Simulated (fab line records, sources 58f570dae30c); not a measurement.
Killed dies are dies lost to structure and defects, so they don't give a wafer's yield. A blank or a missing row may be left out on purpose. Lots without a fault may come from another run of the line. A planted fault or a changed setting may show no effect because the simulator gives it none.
Problem report in the 8D (eight disciplines) form, filled by code | flow berkeley_cmos170 | the parts of the form that need people (team, actions taken, sign-off) are left out

1. THE PROBLEM
FIELD_OXIDE_THK at UCB170_FIELD_THK_MEAS_02 reads a mean of 487 nm on 6 wafers of 2 lots; wafers without a fault read 558 nm with a standard deviation of 7.9. That is -9.0 standard deviations from the usual mean.
First seen on wafer L692.1, day 7 04:08, on film_metro-03. The record holds 27 wafers of 9 lots with a number at this step. Rule for "out", or "out of limits": more than 4 standard deviations from the usual mean. The other wafers with a number count as sound.

2. WHAT IT IS AND WHAT IT IS NOT
question                    | is                           | is not
which readings at this step | FIELD_OXIDE_THK              | -
which lots                  | L691, L692                   | L685, L686, L687, L688, L689, L690, L700
which wafers of those lots  | all that have a number       | -
read on which gauges        | film_metro-03, film_metro-04 | film_metro-01
when                        | from day 7 04:08             | up to then (18 sound wafers); but 3 sound wafers of L700 came after

3. SUSPECTS, AND WHAT RULES EACH OUT
Counting: a tool at a process step up to the reading stays a suspect if it ran every lot that is out and no sound lot after the first of them.
- the gauge at UCB170_FIELD_THK_MEAS_02: ruled out. The wafers that are out were read on 2 gauges (film_metro-03, film_metro-04).
- furnace-02 at UCB170_FIELD_OXIDATION_01 (target thk 558.3 nm, ox time 7200 s): kept. It ran every lot that is out, first L691 (day 7 01:08), and no sound lot after that; its last sound lot up to then is L688 (day 6 04:45).
Left after counting: furnace-02 at UCB170_FIELD_OXIDATION_01.

4. THE CAUSE (what the simulator had put in)
Process parameter drift: furnace-02, from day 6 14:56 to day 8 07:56, at UCB170_FIELD_OXIDATION_01. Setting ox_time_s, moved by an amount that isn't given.
Counting left only this tool.

5. THE CHAIN OF EFFECTS, in route order
Each row: a reading whose mean over the struck wafers that have a number lies more than 3 standard deviations from the usual. Only readings for which the record gives a usual standard deviation are gone through. hours: the time from each lot's start at the first step in this table that gives one to its start at this step, as a median over the lots. sigmas: the change in usual standard deviations.
hours | step                     | reading                | usual  | on struck wafers | change | sigmas
0     | UCB170_FIELD_THK_MEAS_02 | FIELD_OXIDE_THK        | 558 nm | 487              | -71    | -9.0
7     | UCB170_FIELD_THK_MEAS_90 | FIELD_OXIDE_LEFT_1_THK | 441 nm | 370              | -71    | -9.1
30    | UCB170_FIELD_THK_MEAS_91 | FIELD_OXIDE_LEFT_2_THK | 353 nm | 282              | -70    | -9.0

6. WHAT WOULD HAVE CAUGHT IT SOONER
In this record the first reading out of limits at a measuring or inspecting step was taken at day 7 04:08, 13 hours after the fault began at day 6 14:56.
Of the tool readings at UCB170_FIELD_OXIDATION_01 for which the record gives a usual standard deviation, none was out on any struck wafer, so an alarm limit of 4 standard deviations on them would not have fired.
All the lots that are out (2) had begun UCB170_FIELD_OXIDATION_01 on furnace-02 by day 7 04:08. A hold on the tool at that time would have spared none of them.
